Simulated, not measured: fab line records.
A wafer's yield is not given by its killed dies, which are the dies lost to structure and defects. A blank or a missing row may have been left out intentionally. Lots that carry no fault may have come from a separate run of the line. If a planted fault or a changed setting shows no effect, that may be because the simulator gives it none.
A lot that was struck, set against a sound lot | flow rit cmos | 39 steps out of a route of 202
Sound: wafers L167.1, L167.2, L167.3. The struck wafers were L159.1, L159.4, L159.5. The cause is given at the end.
For every step that has rows: the tool of each side, followed by ch and its chambers, followed by its first start. Under that, the readings that differ: sound wafers | struck wafers | difference of the means | sigmas: that difference in standard deviations of wafers without a fault.
alike: same words and numbers on both sides, and readings whose means sit less than 2 such deviations apart. not compared: any withheld reading, any reading some wafer has no value for, any bound like >300 that may hide the same value, and any number with overlapping values for which the record gives no deviation.
The two part at a step that has a row with sigmas, a row that says differs or no value, or rows on one side only. Numbers that have no deviation but don't overlap get no sigmas and don't part them. A reading missing from all wafers of one side parts the sides only when that side holds two or more wafers.

first, 3 steps without rows for these wafers: RIT_GATE_EXPOSE_13 (exposes mask M6, target cd 150 nm); RIT_GATE_PEB_14; RIT_GATE_DEVELOP_15 (develop time 50 s).
RIT_GATE_CD_MEAS_16: the cd target is 150 nm.
  sound on cd sem-02 at day 6 00:19; struck on cd sem-01 at day 4 12:22
  alike: cd nm
RIT_GATE_OVL_MEAS_17:
  sound on overlay-01 at day 6 00:26; struck on overlay-02 at day 4 12:29
  alike: GATE_OVL
then, 1 step without rows for these wafers: RIT_GATE_HARDBAKE_18 (time 60 s).
RIT_GATE_ETCH_19: etches poly-Si in SF6/CHF3/O2, stops on SiO2, time 165 s, target depth 312.5 nm.
  sound on rie si-01 ch 1,2,3, day 6 00:37; struck on rie si-01 ch 0,1,2, day 4 12:42
  alike: drypump motor current A, oes product au, rf fwd power W, throttle valve pct
  not compared: rf hours counter h
RIT_GATE_STRIP_20: strips in O2, time 180 s.
  sound on plasma asher-04 ch 0,1, day 6 00:44; struck on plasma asher-04 ch 0, day 4 12:49
  alike: drypump motor current A
  not compared: rf hours counter h
RIT_GATE_CD_MEAS_90: the cd target is 150 nm.
  sound on cd sem-02 at day 6 00:54; struck on cd sem-01 at day 4 12:59
  alike: cd nm
then, 3 steps without rows for these wafers: RIT_REOX_CLEAN_00 (cleans in SC1, time 600 s); RIT_REOX_CLEAN_01 (cleans in dHF, time 30 s); RIT_REOX_CLEAN_02 (cleans in SC2, time 600 s).
RIT_REOX_OXIDATION_03: target thk 25.2 nm, ox time 5580 s.
  sound on furnace-04 ch 0, day 6 02:34; struck on furnace-03 ch 0, day 4 13:31
  reading                                     | sound                | struck               | difference | sigmas
  spike tc centre C (C)                       | 905.3 904.4 903.4    | 877.8 877.8 878.5    | -26.3      | -22
  spike tc load C (C)                         | 926.7 925.6 924.5    | 903.2 903.0 900.5    | -23.4      | -15
  spike tc source C (C)                       | 925.5 924.5 923.8    | 894.2 893.7 894.5    | -30.5      | -12
  tube center temp C (C)                      | 899.97 900.01 899.88 | 875.03 875.01 875.14 | -24.89     | -99 or more
  tube_center_temp_C_max                      | 901.7 902.3 902.2    | 877.4 877.3 877.3    | -24.7      | -65
  model.SiO2_of_REOX_OXIDATION_03.thk nm (nm) | 24.6 24.63 24.49     | 19.08 19.32 18.85    | -5.49      |
RIT_REOX_THK_MEAS_04:
  sound on film metro-04 at day 6 05:07; struck on film metro-03 at day 4 16:04
  reading             | sound          | struck         | difference | sigmas
  REOX_OXIDE_THK (nm) | 24.6 24.6 24.5 | 19.1 19.3 18.9 | -5.5       | -10
then, 6 steps without rows for these wafers: RIT_NLDD_HMDS_00 (prime time 60 s); RIT_NLDD_COAT_01 (resist thk 1000 nm); RIT_NLDD_SOFTBAKE_02 (time 60 s); RIT_NLDD_EXPOSE_03 (exposes mask M7, target cd 40700 nm); RIT_NLDD_PEB_04; RIT_NLDD_DEVELOP_05 (develop time 50 s).
RIT_NLDD_OVL_MEAS_06:
  sound on overlay-01 at day 6 06:22; struck on overlay-01 at day 4 17:13
  alike: NLDD_OVL
then, 2 steps without rows for these wafers: RIT_NLDD_HARDBAKE_07 (time 60 s); RIT_NLDD_IMPLANT_08.
RIT_NLDD_STRIP_09: strips in O2, time 180 s.
  sound on plasma asher-03 ch 0,1, day 6 06:42; struck on plasma asher-03 ch 0,1, day 4 17:34
  alike: drypump motor current A
  not compared: rf hours counter h
RIT_NLDD_TW_MEAS_10:
  sound on film metro-03 at day 6 06:52; struck on film metro-01 at day 4 17:44
  reading | sound          | struck         | difference | sigmas
  NLDD_TW | 2499 2505 2499 | 2460 2459 2455 | -43        | -3
then, 6 steps without rows for these wafers: RIT_PLDD_HMDS_00 (prime time 60 s); RIT_PLDD_COAT_01 (resist thk 1000 nm); RIT_PLDD_SOFTBAKE_02 (time 60 s); RIT_PLDD_EXPOSE_03 (exposes mask M8, target cd 40900 nm); RIT_PLDD_PEB_04; RIT_PLDD_DEVELOP_05 (develop time 50 s).
RIT_PLDD_OVL_MEAS_06:
  sound on overlay-01 at day 6 07:47; struck on overlay-01 at day 4 18:54
  alike: PLDD_OVL
then, 2 steps without rows for these wafers: RIT_PLDD_HARDBAKE_07 (time 60 s); RIT_PLDD_IMPLANT_08.
RIT_PLDD_STRIP_09: strips in O2, time 180 s.
  sound on plasma asher-01 ch 0,1, day 6 08:07; struck on plasma asher-02 ch 0,1, day 4 19:14
  alike: drypump motor current A
  not compared: rf hours counter h
RIT_PLDD_TW_MEAS_10:
  sound on film metro-03 at day 6 08:17; struck on film metro-02 at day 4 19:25
  alike: PLDD_TW
RIT_SPACER_CLEAN_00: cleans in SC1, time 600 s.
  sound on wet bench-04 ch 3, day 6 08:21; struck on wet bench-02 ch 3, day 4 19:29
  reading                                     | sound            | struck           | difference | sigmas
  model.SiO2_of_REOX_OXIDATION_03.thk nm (nm) | 22.7 22.72 22.59 | 17.59 17.82 17.4 | -5.07      |
then, 1 step without rows for these wafers: RIT_SPACER_CLEAN_01 (cleans in dHF, time 30 s).
RIT_M1_PROBE_99:
  sound on prober-01 at day 6 22:41; struck on prober-01 at day 5 10:58
  reading                             | sound             | struck            | difference | sigmas
  model.etest.pmos turned.r on ohm um | 3335 3245 3298    | 2869 2880 2888    | -414       |
  model.etest.pmos_0p3.r on ohm um    | 6135 6101 6133    | 6000 5961 5834    | -191       |
  model.etest.pmos_0p15.r on ohm um   | 2733 2657 2710    | 2402 2442 2452    | -268       |
  model.etest.pldd.rs ohm sq          | 461 467 458       | 313.5 313.8 308.8 | -150.0     |
  model.etest.nmos_0p15.r on ohm um   | 1144 1121 1133    | 1028 1052 1070    | -83        |
  model.etest.nmos_0p3.r on ohm um    | 2117 2118 2145    | 2104 2094 2082    | -33        |
  model.etest.nldd.rs ohm sq          | 367.6 369.8 366.2 | 290.9 293.4 289.2 | -76.7      |
  model.etest.nmos turned.drive ua um | 339.4 339.9 340.1 | 397.3 393.8 398.7 | +56.8      |
  alike: killed at contacts, killed at front end, killed dies, killed on rim, killed open, killed short

== WHERE THEY PART ==
Last at RIT_NLDD_TW_MEAS_10 as far as this record goes, first at RIT_REOX_OXIDATION_03. Later steps at which nothing parts them and some readings are alike: RIT_PLDD_OVL_MEAS_06, RIT_PLDD_STRIP_09, RIT_PLDD_TW_MEAS_10, RIT_M1_PROBE_99.

WHY: the cause the simulator had injected
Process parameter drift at RIT_REOX_OXIDATION_03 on furnace-03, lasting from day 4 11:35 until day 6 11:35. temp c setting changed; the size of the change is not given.
